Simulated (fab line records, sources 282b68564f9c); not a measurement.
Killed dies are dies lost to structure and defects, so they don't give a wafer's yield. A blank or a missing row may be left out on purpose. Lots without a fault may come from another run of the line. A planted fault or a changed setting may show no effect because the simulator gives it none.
fab line records | flow rit_cmos | part 1 of 2: steps 1 to 31 of 42
record lots=5 wafers=15 last_day=7
route steps=202 shown PLDD@122 SPACER@125 NSD@131 PSD@142 SDANNEAL@153 NLDD@160 SILICIDE@161
lots that met no fault: from a run of the same line without faults
start_h: hours from the record's first day to the start of the lot's first wafer shown | wait_h: hours since the lot's step before | " the same as in the row above | L1.1+2: a row that stands for several wafers | - no value, or no start given | * or withheld: withheld | < > ~ a bound
route shown NAME@n: a module of which the file shows steps, and the number in the route of the first | usual: mean/standard deviation of fault-free wafers | same: alike in all rows | chamber/n: place in a boat | sites: the reading at each site | _std_site: their standard deviation | _edge_site: outer sites' mean less inner sites' | radius_mm: how far each site lies from the wafer's centre | mask NAME#n: copy n | behind: the tool/chamber that last shaped the wafer | hold: why the lot was held/for how many hours/how that ended | device: the transistor (n, p or np) that didn't switch | end of line: the same wafers' tests at the end of the route | a step without rows: its recipe alone | killed: dies lost to structure and defects at the first sort, not the wafer's yield | map: a wafer's dies, x killed, . not, _ none there
set.NAME: the setting as run; set.NAME@STEP: as run at that earlier step | model.NAME: the simulator's own value behind a step, which no gauge read
lots at some steps of the route; a table a step, a row a wafer
services: from which hour (start_h, from the record's first day; less than 0 if before it) a tool's chamber was out of use, for how many hours, and why
## steps
# step RIT_PLDD_IMPLANT_08
# recipe species=BF2 energy_kev=20 dose_cm2=9e+14 tilt_deg=7
# columns lot.wafer tool chamber start_h wait_h
L078.3+4+5 implanter-01 0 64.69 0.1
L080.1+4+5 implanter-04 0 73.94 0.1
L082.1+3+6 implanter-01 0 86.44 0.1
L093.1+2+3 implanter-04 0 137.51 0.1
L096.2+4+6 implanter-03 0 154.73 0.1
# step RIT_PLDD_STRIP_09
# recipe chemistry=O2 time_s=180 resist=NOVOLAK platen_temp_c=withheld power_w=500 pressure_mtorr=4000 o2_flow_sccm=4000
# usual drypump_motor_current_A=5.65/0.26 rf_refl_power_W=6.0/1.1
# columns lot.wafer tool chamber start_h wait_h drypump_motor_current_A rf_hours_counter_h rf_refl_power_W
L078.3 plasma_asher-04 1 64.84 0.1 5.75 - 4.7
L078.4 " 0 " " 5.55 - 6.8
L078.5 " 1 " " 5.77 - 5.0
L080.1 plasma_asher-03 1 74.09 0.1 5.42 37 5.9
L080.4 " 0 " " 6.01 - 6.9
L080.5 " 1 " " 5.42 - 5.7
L082.1 plasma_asher-04 0 86.59 0.1 5.54 45 7.1
L082.3 " 1 " " 5.74 - 4.7
L082.6 " 1 " " 5.76 - 5.0
L093.1 plasma_asher-04 0 137.66 0.1 5.55 50 7.0
L093.2 " 1 " " 5.75 50 5.1
L093.3 " 0 " " 5.54 - 7.0
L096.2 plasma_asher-03 0 154.85 0.1 6.05 4 6.9
L096.4 " 1 " " 5.42 - 5.9
L096.6 " 0 " " 6.06 - 6.2
# step RIT_PLDD_TW_MEAS_10
# usual PLDD_TW=2350/35
# columns lot.wafer tool chamber start_h wait_h PLDD_TW
L078.3 film_metro-01 - 64.98 0.1 2415
L078.4 " - " " 2424
L078.5 " - " " 2425
L080.1 film_metro-02 - 74.27 0.1 2313
L080.4 " - " " 2316
L080.5 " - " " 2319
L082.1 film_metro-04 - 86.77 0.1 2359
L082.3 " - " " 2370
L082.6 " - " " 2354
L093.1 film_metro-01 - 137.84 0.1 2406
L093.2 " - " " 2414
L093.3 " - " " 2403
L096.2 film_metro-04 - 155.19 0.3 2340
L096.4 " - " " 2336
L096.6 " - " " 2356
# step RIT_SPACER_CLEAN_00
# recipe chemistry=SC1 mix=3:3:50 time_s=600 temp_c=75
# usual temp_c=74.99/0.13
# columns lot.wafer tool chamber start_h wait_h temp_c
L078.3 wet_bench-02 0 65.02 0.0 74.92
L078.4 " 0 " " 75.03
L078.5 " 0 " " 75.20
L080.1 wet_bench-02 1 74.33 0.1 74.99
L080.4 " 1 " " 75.15
L080.5 " 1 " " 75.02
L082.1 wet_bench-01 0 86.83 0.1 74.94
L082.3 " 0 " " 75.02
L082.6 " 0 " " 74.91
L093.1 wet_bench-02 3 137.90 0.1 75.10
L093.2 " 3 " " 75.13
L093.3 " 3 " " 75.08
L096.2 wet_bench-03 2 155.24 0.0 74.80
L096.4 " 2 " " 74.71
L096.6 " 2 " " 74.90
# step RIT_SPACER_CLEAN_01
# recipe chemistry=dHF dilution=50:1 time_s=30
# columns lot.wafer tool chamber start_h wait_h
L078.3+4+5 wet_bench-01 1 65.20 0.0
L080.1+4+5 wet_bench-03 2 74.50 0.0
L082.1+3+6 wet_bench-02 0 87.00 0.0
L093.1+2+3 wet_bench-03 1 138.07 0.0
L096.2+4+6 wet_bench-02 3 155.41 0.0
# step RIT_SPACER_CLEAN_02
# recipe chemistry=SC2 mix=3:3:50 time_s=600 temp_c=75 dry=n2_spin
# usual temp_c=75.01/0.12
# columns lot.wafer tool chamber start_h wait_h temp_c
L078.3 wet_bench-02 0 65.21 0.0 75.06
L078.4 " 0 " " 75.18
L078.5 " 0 " " 75.16
L080.1 wet_bench-01 0 74.52 0.0 74.99
L080.4 " 0 " " 75.02
L080.5 " 0 " " 74.96
L082.1 wet_bench-03 1 87.02 0.0 74.83
L082.3 " 1 " " 74.87
L082.6 " 1 " " 74.80
L093.1 wet_bench-02 3 138.09 0.0 74.89
L093.2 " 3 " " 74.92
L093.3 " 3 " " 74.72
L096.2 wet_bench-01 0 155.43 0.0 75.09
L096.4 " 0 " " 74.89
L096.6 " 0 " " 74.99
# step RIT_SPACER_CVD_03
# recipe material=Si3N4 target_thk_nm=250 temp_c=810 precursor=SiH2Cl2/NH3 time_s=3300 pressure_mtorr=300 sih2cl2_flow_sccm=60 nh3_flow_sccm=150
# usual nh3_flow_sccm=150.1/0.43 spike_tc_centre_C=812.3/1.4 zone_power_load_pct=21.6/0.63
# columns lot.wafer tool chamber start_h wait_h nh3_flow_sccm spike_tc_centre_C zone_power_load_pct
L078.3 lpcvd-02 0 65.39 0.0 150.0 813.8 20.8
L078.4 " 0 " " 150.0 811.8 20.9
L078.5 " 0 " " 149.9 812.8 20.8
L080.1 lpcvd-02 0 74.84 0.1 150.0 813.6 20.7
L080.4 " 0 " " 149.7 812.7 20.9
L080.5 " 0 " " 149.8 813.5 20.4
L082.1 lpcvd-02 1 87.19 0.0 150.2 811.2 21.5
L082.3 " 1 " " 149.2 812.0 21.6
L082.6 " 1 " " 149.8 812.1 21.8
L093.1 lpcvd-01 0 138.26 0.0 150.7 814.5 21.1
L093.2 " 0 " " 150.1 812.2 21.2
L093.3 " 0 " " 150.4 813.9 21.0
L096.2 lpcvd-01 0 155.60 0.0 149.7 812.2 21.1
L096.4 " 0 " " 149.4 812.0 21.1
L096.6 " 0 " " 150.5 812.5 21.2
# step RIT_SPACER_THK_MEAS_04
# recipe reads=Si3N4_of_SPACER_CVD_03
# usual SPACER_NITRIDE_THK=249.8/2
# columns lot.wafer tool chamber start_h wait_h SPACER_NITRIDE_THK[nm]
L078.3 film_metro-01 - 67.32 0.0 250.1
L078.4 " - " " 248.6
L078.5 " - " " 246.8
L080.1 film_metro-03 - 76.75 0.0 248.4
L080.4 " - " " 250.9
L080.5 " - " " 248.7
L082.1 film_metro-03 - 89.11 0.0 251.2
L082.3 " - " " 252.0
L082.6 " - " " 250.8
L093.1 film_metro-01 - 140.18 0.0 248.6
L093.2 " - " " 246.4
L093.3 " - " " 245.8
L096.2 film_metro-03 - 157.53 0.0 247.0
L096.4 " - " " 249.7
L096.6 " - " " 247.2
# step RIT_SPACER_ETCHBACK_05
# recipe target_depth_a=2500 SF6_flow_sccm=30 CHF3_flow_sccm=30 target=Si3N4 chemistry=SF6/CHF3 pressure_mtorr=40 rf_w=250 time_s=240 stop_on=SiO2
# usual drypump_motor_current_A=5.7/0.5 oes_product_au=0.844/0.014 throttle_valve_pct=10.22/0.15
# columns lot.wafer tool chamber start_h wait_h drypump_motor_current_A oes_product_au rf_hours_counter_h throttle_valve_pct
L078.3 rie_diel-03 3 67.36 0.0 5.9 0.834 41 10.33
L078.4 " 1 " " 5.5 0.835 158 10.57
L078.5 " 3 " " 5.9 0.835 - 10.32
L080.1 rie_diel-01 2 76.81 0.1 6.3 0.840 136 10.05
L080.4 " 1 " " 6.0 0.872 142 10.00
L080.5 " 0 " " 5.7 0.844 - 10.18
L082.1 rie_diel-02 0 89.17 0.1 4.9 0.829 4 10.22
L082.3 " 0 " " 4.9 0.824 - 10.23
L082.6 " 0 " " 4.9 0.827 - 10.21
L093.1 rie_diel-03 2 140.24 0.1 4.9 0.824 36 10.20
L093.2 " 0 " " 6.3 0.824 75 10.10
L093.3 " 1 " " 5.4 0.842 0 10.58
L096.2 rie_diel-03 3 157.58 0.0 5.9 0.834 43 10.32
L096.4 " 2 " " 4.9 0.835 37 10.20
L096.6 " 0 " " 6.3 0.830 - 10.08
# step RIT_NSD_HMDS_00
# recipe prime_time_s=60 prime_temp_c=140
# columns lot.wafer tool chamber start_h wait_h
L078.3+4+5 litho_track-04 0 67.56 0.1
L080.1+4+5 litho_track-01 0 76.96 0.1
L082.1+3+6 litho_track-04 0 89.49 0.2
L093.1+2+3 litho_track-02 0 140.39 0.1
L096.2+4+6 litho_track-02 0 157.84 0.2
# step RIT_NSD_COAT_01
# recipe resist=NOVOLAK spin_rpm=3250 resist_thk_nm=1000
# columns lot.wafer tool chamber start_h wait_h
L078.3+4+5 litho_track-04 0 67.71 0.1
L080.1+4+5 litho_track-01 0 77.11 0.1
L082.1+3+6 litho_track-04 0 89.64 0.1
L093.1+2+3 litho_track-02 0 140.54 0.1
L096.2+4+6 litho_track-02 0 157.99 0.1
# step RIT_NSD_SOFTBAKE_02
# recipe resist=NOVOLAK temp_c=90 time_s=60
# usual plate_temp_C=89.97/0.13
# columns lot.wafer tool chamber start_h wait_h plate_temp_C
L078.3 litho_track-04 0 67.86 0.1 90.02
L078.4 " 0 " " 90.00
L078.5 " 0 " " 90.22
L080.1 litho_track-01 0 77.26 0.1 90.06
L080.4 " 0 " " 89.93
L080.5 " 0 " " 90.12
L082.1 litho_track-04 0 89.79 0.1 89.98
L082.3 " 0 " " 90.07
L082.6 " 0 " " 89.84
L093.1 litho_track-02 0 140.69 0.1 90.05
L093.2 " 0 " " 90.08
L093.3 " 0 " " 90.04
L096.2 litho_track-02 0 158.14 0.1 89.81
L096.4 " 0 " " 90.01
L096.6 " 0 " " 89.84
# step RIT_NSD_EXPOSE_03
# recipe mask_id=M9 na=0.57 target_cd_nm=40700 dose_mj=250
# columns lot.wafer tool chamber start_h wait_h mask
L078.3+4+5 iline_stepper-01 0 68.13 0.2 M9#0
L080.1+4+5 iline_stepper-02 0 77.54 0.2 M9#0
L082.1+3+6 iline_stepper-01 0 89.94 0.1 M9#0
L093.1+2+3 iline_stepper-01 0 140.84 0.1 M9#0
L096.2+4+6 iline_stepper-01 0 158.28 0.1 M9#0
# step RIT_NSD_PEB_04
# recipe resist=NOVOLAK temp_c=withheld time_s=withheld
# columns lot.wafer tool chamber start_h wait_h
L078.3+4+5 litho_track-01 0 68.26 0.1
L080.1+4+5 litho_track-01 0 77.66 0.1
L082.1+3+6 litho_track-04 0 90.06 0.1
L093.1+2+3 litho_track-01 0 141.06 0.2
L096.2+4+6 litho_track-04 0 158.40 0.1
# step RIT_NSD_DEVELOP_05
# recipe resist=NOVOLAK develop_time_s=50 dev_temp_c=23
# columns lot.wafer tool chamber start_h wait_h
L078.3+4+5 litho_track-01 0 - -
L080.1+4+5 litho_track-01 0 - -
L082.1+3+6 litho_track-04 0 - -
L093.1+2+3 litho_track-01 0 - -
L096.2+4+6 litho_track-04 0 - -
# step RIT_NSD_OVL_MEAS_06
# usual NSD_OVL=-0.3/1.3
# columns lot.wafer tool chamber start_h wait_h NSD_OVL[nm]
L078.3 overlay-02 - 68.50 - -1.3
L078.4 " - " " 1.0
L078.5 " - " " -0.1
L080.1 overlay-01 - 77.94 - -3.1
L080.4 " - " " -1.2
L080.5 " - " " -1.9
L082.1 overlay-02 - 90.34 - 1.1
L082.3 " - " " 0.4
L082.6 " - " " 0.8
L093.1 overlay-01 - 141.34 - -0.4
L093.2 " - " " -0.3
L093.3 " - " " -1.5
L096.2 overlay-02 - 158.67 - -0.1
L096.4 " - " " 0.7
L096.6 " - " " 0.3
# step RIT_NSD_HARDBAKE_07
# recipe resist=NOVOLAK temp_c=140 time_s=60
# usual plate_temp_C=139.99/0.14
# columns lot.wafer tool chamber start_h wait_h plate_temp_C
L078.3 litho_track-04 0 68.58 0.1 139.72
L078.4 " 0 " " 139.88
L078.5 " 0 " " 139.87
L080.1 litho_track-02 0 77.98 0.0 139.82
L080.4 " 0 " " 139.96
L080.5 " 0 " " 139.99
L082.1 litho_track-01 0 90.38 0.0 140.24
L082.3 " 0 " " 140.22
L082.6 " 0 " " 140.03
L093.1 litho_track-01 0 141.38 0.0 140.14
L093.2 " 0 " " 139.98
L093.3 " 0 " " 139.83
L096.2 litho_track-01 0 158.72 0.0 139.99
L096.4 " 0 " " 139.96
L096.6 " 0 " " 139.94
# step RIT_NSD_IMPLANT_08
# recipe species=P energy_kev=25 dose_cm2=1e+15 tilt_deg=7
# columns lot.wafer tool chamber start_h wait_h
L078.3+4+5 implanter-03 0 68.73 0.1
L080.1+4+5 implanter-01 0 78.13 0.1
L082.1+3+6 implanter-01 0 90.53 0.1
L093.1+2+3 implanter-03 0 141.53 0.1
L096.2+4+6 implanter-02 0 158.87 0.1
# step RIT_NSD_STRIP_09
# recipe chemistry=O2 time_s=180 resist=NOVOLAK platen_temp_c=withheld power_w=500 pressure_mtorr=4000 o2_flow_sccm=4000
# usual drypump_motor_current_A=5.8/0.32 rf_refl_power_W=6.6/1
# columns lot.wafer tool chamber start_h wait_h drypump_motor_current_A rf_hours_counter_h rf_refl_power_W
L078.3 plasma_asher-04 1 68.88 0.1 5.8 - 4.9
L078.4 " 0 " " 5.5 - 6.6
L078.5 " 0 " " 5.5 - 6.7
L080.1 plasma_asher-04 1 78.28 0.1 5.7 44 5.3
L080.4 " 1 " " 5.7 - 5.2
L080.5 " 1 " " 5.7 - 4.8
L082.1 plasma_asher-01 0 90.68 0.1 5.6 47 7.9
L082.3 " 1 " " 6.3 - 6.5
L082.6 " 0 " " 5.6 - 7.9
L093.1 plasma_asher-01 1 141.68 0.1 6.3 53 6.0
L093.2 " 0 " " 5.6 53 8.1
L093.3 " 0 " " 5.6 - 7.5
L096.2 plasma_asher-03 1 159.00 0.1 5.4 4 5.7
L096.4 " 0 " " 6.0 - 7.1
L096.6 " 1 " " 5.4 - 6.0
# step RIT_NSD_TW_MEAS_10
# usual NSD_TW=3146/51
# columns lot.wafer tool chamber start_h wait_h NSD_TW
L078.3 film_metro-01 - 69.02 0.1 3187
L078.4 " - " " 3201
L078.5 " - " " 3199
L080.1 film_metro-04 - 78.45 0.1 3152
L080.4 " - " " 3152
L080.5 " - " " 3145
L082.1 film_metro-02 - 90.85 0.1 3101
L082.3 " - " " 3082
L082.6 " - " " 3099
L093.1 film_metro-01 - 141.85 0.1 3210
L093.2 " - " " 3214
L093.3 " - " " 3208
L096.2 film_metro-01 - 159.18 0.1 3209
L096.4 " - " " 3197
L096.6 " - " " 3190
# step RIT_PSD_HMDS_00
# recipe prime_time_s=60 prime_temp_c=140
# columns lot.wafer tool chamber start_h wait_h
L078.3+4+5 litho_track-03 0 69.11 0.1
L080.1+4+5 litho_track-03 0 78.51 0.1
L082.1+3+6 litho_track-01 0 90.91 0.1
L093.1+2+3 litho_track-02 0 141.94 0.1
L096.2+4+6 litho_track-02 0 159.26 0.1
# step RIT_PSD_COAT_01
# recipe resist=NOVOLAK spin_rpm=3250 resist_thk_nm=1000
# columns lot.wafer tool chamber start_h wait_h
L078.3+4+5 litho_track-03 0 69.26 0.1
L080.1+4+5 litho_track-03 0 78.66 0.1
L082.1+3+6 litho_track-01 0 91.06 0.1
L093.1+2+3 litho_track-02 0 142.09 0.1
L096.2+4+6 litho_track-02 0 159.41 0.1
# step RIT_PSD_SOFTBAKE_02
# recipe resist=NOVOLAK temp_c=90 time_s=60
# usual plate_temp_C=89.99/0.13
# columns lot.wafer tool chamber start_h wait_h plate_temp_C
L078.3 litho_track-03 0 69.41 0.1 90.13
L078.4 " 0 " " 90.24
L078.5 " 0 " " 89.93
L080.1 litho_track-03 0 78.81 0.1 90.10
L080.4 " 0 " " 89.85
L080.5 " 0 " " 90.19
L082.1 litho_track-01 0 91.21 0.1 89.92
L082.3 " 0 " " 90.03
L082.6 " 0 " " 90.05
L093.1 litho_track-02 0 142.24 0.1 90.07
L093.2 " 0 " " 89.81
L093.3 " 0 " " 89.91
L096.2 litho_track-02 0 159.56 0.1 90.02
L096.4 " 0 " " 89.91
L096.6 " 0 " " 90.20
# step RIT_PSD_EXPOSE_03
# recipe mask_id=M10 na=0.57 target_cd_nm=40900 dose_mj=250
# columns lot.wafer tool chamber start_h wait_h mask
L078.3+4+5 iline_stepper-01 0 69.67 0.2 M10#0
L080.1+4+5 iline_stepper-01 0 78.96 0.1 M10#0
L082.1+3+6 iline_stepper-01 0 91.49 0.2 M10#0
L093.1+2+3 iline_stepper-01 0 142.51 0.2 M10#0
L096.2+4+6 iline_stepper-01 0 159.70 0.1 M10#0
# step RIT_PSD_PEB_04
# recipe resist=NOVOLAK temp_c=withheld time_s=withheld
# columns lot.wafer tool chamber start_h wait_h
L078.3+4+5 litho_track-01 0 69.83 0.1
L080.1+4+5 litho_track-01 0 79.08 0.1
L082.1+3+6 litho_track-02 0 91.60 0.1
L093.1+2+3 litho_track-02 0 142.63 0.1
L096.2+4+6 litho_track-03 0 159.82 0.1
# step RIT_PSD_DEVELOP_05
# recipe resist=NOVOLAK develop_time_s=50 dev_temp_c=23
# columns lot.wafer tool chamber start_h wait_h
L078.3+4+5 litho_track-01 0 - -
L080.1+4+5 litho_track-01 0 - -
L082.1+3+6 litho_track-02 0 - -
L093.1+2+3 litho_track-02 0 - -
L096.2+4+6 litho_track-03 0 - -
# step RIT_PSD_OVL_MEAS_06
# usual PSD_OVL=0.6/1.3
# columns lot.wafer tool chamber start_h wait_h PSD_OVL[nm]
L078.3 overlay-01 - 70.08 - 0.7
L078.4 " - " " 1.5
L078.5 " - " " 1.5
L080.1 overlay-02 - 79.36 - 1.5
L080.4 " - " " 1.9
L080.5 " - " " 2.1
L082.1 overlay-02 - 91.89 - 0.9
L082.3 " - " " 1.0
L082.6 " - " " 1.2
L093.1 overlay-02 - 142.91 - 1.2
L093.2 " - " " 2.5
L093.3 " - " " 1.2
L096.2 overlay-01 - 160.09 - 1.9
L096.4 " - " " 1.6
L096.6 " - " " 2.3
# step RIT_PSD_HARDBAKE_07
# recipe resist=NOVOLAK temp_c=140 time_s=60
# usual plate_temp_C=140.01/0.13
# columns lot.wafer tool chamber start_h wait_h plate_temp_C
L078.3 litho_track-02 0 70.15 0.1 139.94
L078.4 " 0 " " 139.88
L078.5 " 0 " " 139.78
L080.1 litho_track-03 0 79.40 0.0 140.06
L080.4 " 0 " " 140.34
L080.5 " 0 " " 140.14
L082.1 litho_track-02 0 91.92 0.0 140.01
L082.3 " 0 " " 139.78
L082.6 " 0 " " 139.86
L093.1 litho_track-03 0 142.95 0.0 139.85
L093.2 " 0 " " 139.93
L093.3 " 0 " " 139.90
L096.2 litho_track-02 0 160.14 0.0 140.00
L096.4 " 0 " " 140.11
L096.6 " 0 " " 140.19
# step RIT_PSD_IMPLANT_08
# recipe species=BF2 energy_kev=27 dose_cm2=5e+15 tilt_deg=7
# columns lot.wafer tool chamber start_h wait_h
L078.3+4+5 implanter-04 0 70.30 0.1
L080.1+4+5 implanter-02 0 79.55 0.1
L082.1+3+6 implanter-03 0 92.07 0.1
L093.1+2+3 implanter-04 0 143.10 0.1
L096.2+4+6 implanter-04 0 160.29 0.1
# step RIT_PSD_STRIP_09
# recipe chemistry=O2 time_s=180 resist=NOVOLAK platen_temp_c=withheld power_w=500 pressure_mtorr=4000 o2_flow_sccm=4000
# usual drypump_motor_current_A=5.8/0.38 rf_refl_power_W=6.5/1.2
# columns lot.wafer tool chamber start_h wait_h drypump_motor_current_A rf_hours_counter_h rf_refl_power_W
L078.3 plasma_asher-01 0 70.46 0.1 5.6 - 8.1
L078.4 " 1 " " 6.3 - 6.3
L078.5 " 0 " " 5.6 - 8.0
L080.1 plasma_asher-03 1 79.70 0.1 5.4 38 5.9
L080.4 " 0 " " 6.0 - 6.9
L080.5 " 0 " " 6.1 - 7.2
L082.1 plasma_asher-01 1 92.22 0.1 6.3 47 6.0
L082.3 " 0 " " 5.5 - 7.9
L082.6 " 1 " " 6.3 - 6.3
L093.1 plasma_asher-03 1 143.25 0.1 5.4 3 5.9
L093.2 " 0 " " 6.0 3 7.4
L093.3 " 0 " " 6.0 - 7.0
L096.2 plasma_asher-03 1 160.42 0.1 5.4 5 5.8
L096.4 " 1 " " 5.4 - 5.8
L096.6 " 0 " " 6.0 - 6.8
# step RIT_PSD_TW_MEAS_10
# usual PSD_TW=3441/47
# columns lot.wafer tool chamber start_h wait_h PSD_TW
L078.3 film_metro-04 - 70.60 0.1 3457
L078.4 " - " " 3457
L078.5 " - " " 3473
L080.1 film_metro-02 - 79.87 0.1 3401
L080.4 " - " " 3410
L080.5 " - " " 3382
L082.1 film_metro-02 - 92.40 0.1 3388
L082.3 " - " " 3371
L082.6 " - " " 3402
L093.1 film_metro-04 - 143.42 0.1 3447
L093.2 " - " " 3430
L093.3 " - " " 3448
L096.2 film_metro-01 - 160.60 0.1 3529
L096.4 " - " " 3528
L096.6 " - " " 3532
